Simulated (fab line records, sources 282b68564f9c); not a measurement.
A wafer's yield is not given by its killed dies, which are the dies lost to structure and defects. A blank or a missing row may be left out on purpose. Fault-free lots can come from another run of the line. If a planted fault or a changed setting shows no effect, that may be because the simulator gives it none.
Comparing a struck lot with a sound one -- flow ritCmos -- 27 steps out of a route of 202
Sound: wafers L170.1, L170.2, L170.5. Struck: wafers L180.2, L180.4, L180.5. At the end, the cause is stated.
Per side, at each step with rows, come the tool, then ch with its chambers, and then its first start. Under that, the readings that differ: sound wafers -- struck wafers -- difference of the means -- sigmas: that difference in standard deviations of wafers without a fault.
alike: same words and numbers on both sides, and readings whose means sit less than 2 such deviations apart. not compared: any withheld reading, any reading some wafer has no value for, any bound like >300 that may hide the same value, and any number with overlapping values for which the record gives no deviation.
Wherever a step has rows on one side only, a row that says differs or no value, or a row with sigmas, the two part there. Numbers that have no deviation but don't overlap get no sigmas and don't part them. A reading missing from all wafers of one side parts the sides only when that side holds two or more wafers.

RIT_ACTIVE_BOW_MEAS_00:
  sound on filmMetro-03 at day 1 10:00; struck on filmMetro-03 at day 3 12:01
  alike: INCOMING_BOW
then, 1 step without rows for these wafers: RIT_ACTIVE_OXIDATION_01 (target thk 46.8 nm, ox time 3360 s).
RIT_ACTIVE_THK_MEAS_02:
  sound on filmMetro-02 at day 1 12:03; struck on filmMetro-01 at day 3 15:32
  alike: ACTIVE_OXIDE_THK
RIT_ACTIVE_CVD_03: deposits Si3N4 from SiH2Cl2/NH3, target thk 150 nm, time 1500 s.
  sound on lpcvd-02 ch 0, day 1 12:07; struck on lpcvd-02 ch 0, day 3 15:35
reading,sound,struck,difference,sigmas
pressureMtorr (mTorr),300.3 301.3 300.8,148.9 149.4 150.3,-151.3,-99 or more
model.Si3N4_of_ACTIVE_CVD_03.thkNm (nm),151 151.1 151.1,119.1 121.2 121.6,-30.4,
  alike: spikeTcCentreC, zonePowerLoadPct
RIT_ACTIVE_THK_MEAS_04:
  sound on filmMetro-02 at day 1 14:14; struck on filmMetro-02 at day 3 17:01
reading,sound,struck,difference,sigmas
ACTIVE_NITRIDE_THK (nm),151.0 151.1 151.0,119.1 121.3 121.8,-30.3,-20
then, 6 steps without rows for these wafers: RIT_ACTIVE_HMDS_05 (prime time 60 s); RIT_ACTIVE_COAT_06 (resist thk 1000 nm); RIT_ACTIVE_SOFTBAKE_07 (time 60 s); RIT_ACTIVE_EXPOSE_08 (exposes mask M1, target cd 1400 nm); RIT_ACTIVE_PEB_09; RIT_ACTIVE_DEVELOP_10 (develop time 50 s).
RIT_ACTIVE_CD_MEAS_11 targets a cd of 1400 nm.
  sound on cdSem-01 at day 1 15:16; struck on cdSem-01 at day 3 18:04
reading,sound,struck,difference,sigmas
cdNm (nm),1398.6 1397.0 1396.9,1403.5 1402.1 1402.7,+5.3,+2
then, 1 step without rows for these wafers: RIT_ACTIVE_HARDBAKE_12 (time 60 s).
RIT_ACTIVE_ETCH_13: etches Si3N4 in SF6, stops on SiO2, time 210 s, target depth 210 nm.
  sound on rieDiel-01 ch 1,2, day 1 15:32; struck on rieDiel-04 ch 0,3, day 3 18:19
reading,sound,struck,difference,sigmas
oesProductAu (a.u.),0.834 0.824 0.827,0.716 0.729 0.716,-0.108,-7
model.ACTIVE.featureDepthNm (nm),151.8 151.3 151.8,119.2 122.2 121.7,-30.6,
model.etch.depthNm (nm),151 151.1 151.1,119.1 121.2 121.6,-30.4,
  alike: SF6_flow_sccm, drypumpMotorCurrentA, throttleValvePct
  not compared: rfHoursCounterH
RIT_ACTIVE_STRIP_14: strips in O2, time 180 s.
  sound on plasmaAsher-04 ch 0,1, day 1 15:41; struck on plasmaAsher-04 ch 0,1, day 3 18:27
  alike: drypumpMotorCurrentA
  not compared: rfHoursCounterH
RIT_ACTIVE_CD_MEAS_90 targets a cd of 1400 nm.
  sound on cdSem-02 at day 1 15:51; struck on cdSem-01 at day 3 18:38
reading,sound,struck,difference,sigmas
cdNm (nm),1397.9 1397.5 1397.2,1403.4 1402.1 1402.6,+5.2,+2
then, 4 steps without rows for these wafers: RIT_ACTIVE_CLEAN_15 (cleans in SC1, time 600 s); RIT_ACTIVE_CLEAN_16 (cleans in dHF, time 30 s); RIT_ACTIVE_CLEAN_17 (cleans in SC2, time 600 s); RIT_FOX1_OXIDATION_00 (target thk 350.7 nm, ox time 1130 s).
RIT_FOX1_THK_MEAS_01:
  sound on filmMetro-01 at day 1 19:31; struck on filmMetro-03 at day 3 21:21
  alike: FOX1_OXIDE_THK
then, 2 steps without rows for these wafers: RIT_FOX1_WET_ETCH_02 (etches SiO2 in BOE, target depth 350 nm, time 390 s); RIT_FOX2_OXIDATION_00 (target thk 350.7 nm, ox time 1130 s).
RIT_FOX2_THK_MEAS_01:
  sound on filmMetro-04 at day 1 21:01; struck on filmMetro-02 at day 4 00:35
  alike: FOX2_OXIDE_THK
RIT_FOX2_CLEAN_02: cleans in dHF, time 180 s.
  sound on wetBench-03 ch 0, day 1 21:05; struck on wetBench-02 ch 2, day 4 00:38
reading,sound,struck,difference,sigmas
model.Si3N4_of_ACTIVE_CVD_03.thkNm (nm),131.9 132.1 132,99.86 102 102.4,-30.58,
then, 1 step without rows for these wafers: RIT_FOX2_WET_ETCH_03 (etches Si3N4 in H3PO4, target depth 195 nm, time 2700 s).
RIT_M1_PROBE_99:
  sound on prober-01 at day 3 13:37; struck on prober-01 at day 5 19:17
reading,sound,struck,difference,sigmas
model.etest.nldd.widthNm (nm),3185 3185 3182,3147 3139 3137,-43,
model.etest.pldd.widthNm (nm),3192 3195 3194,3139 3150 3141,-50,
  alike: killedAtContacts, killedAtFrontEnd, killedDies, killedOpen, killedShort
  not compared: model.etest.nplusSal.widthNm, model.etest.pplusSal.widthNm

== WHERE THEY PART ==
At RIT_ACTIVE_CVD_03 first; at RIT_ACTIVE_CD_MEAS_90 last (within this record only). Later steps at which nothing parts them and some readings are alike: RIT_FOX1_THK_MEAS_01, RIT_FOX2_THK_MEAS_01, RIT_M1_PROBE_99.

WHY: the cause the simulator had injected
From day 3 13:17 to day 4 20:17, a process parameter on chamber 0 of lpcvd-02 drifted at RIT_ACTIVE_CVD_03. The setting pressureMtorr was moved by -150, starting from 300. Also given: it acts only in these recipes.
